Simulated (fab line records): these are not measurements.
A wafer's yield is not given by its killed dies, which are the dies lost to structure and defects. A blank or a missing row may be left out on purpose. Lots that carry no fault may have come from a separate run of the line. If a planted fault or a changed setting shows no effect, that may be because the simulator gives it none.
Matching of chambers ; flow berkeley_cmos170 ; UCB170_V1_CMP_02 on cmp-02: 4 sister chambers
The step polishes SiO2. 8 wafers are shown with their chamber, then 8 later ones without.

== WAFERS PAIRED WITH THEIR CHAMBERS ==
wafer;chamber;motor_current_A (A);slurry_flow_ml_min
L552.1;0;15.3;149.9
L552.4;2;13.5;149.7
L555.2;1;17.5;150.2
L555.6;3;20.3;150.0
L557.1;3;20.6;149.5
L557.4;0;14.3;150.1
L557.5;2;14.1;150.3
L560.2;1;16.6;150.1

== WAFERS WITHOUT THEIR CHAMBER ==
wafer;motor_current_A (A);slurry_flow_ml_min
L560.4;13.8;149.7
L560.5;14.5;150.1
L567.2;20.9;149.6
L567.4;13.3;150.0
L567.6;20.3;150.2
L570.3;14.5;150.3
L570.5;19.9;150.4
L570.6;15.7;151.2

== WHICH CHAMBER EACH ONE RAN IN ==
wafer;from the rows above;in truth
L560.4;can't be placed: 2 or 0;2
L560.5;can't be placed: 0 or 2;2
L567.2;3;3
L567.4;can't be placed: 2 or 0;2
L567.6;3;3
L570.3;can't be placed: 0 or 2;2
L570.5;3;3
L570.6;can't be placed: 1 or 0 or 2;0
Placed correctly: 3 of 8. Can't be placed from these rows: 5 (the true chamber is among the candidates in 5). Wrongly placed: 0.
How it was worked out, from the rows above alone: a wafer's distance from a chamber is the root of the sum, over the readings, of the square of ((its reading less the chamber's mean) divided by the reading's scatter). If the next closest chamber is less than 2 further off than the closest, the wafer can't be placed; otherwise it belongs to the closest. Each chamber's mean is taken over the wafers shown for it. The scatter is the square root of a quotient: the sum, over the shown wafers, of each reading's squared deviation from its chamber's mean, divided by wafers minus chambers.
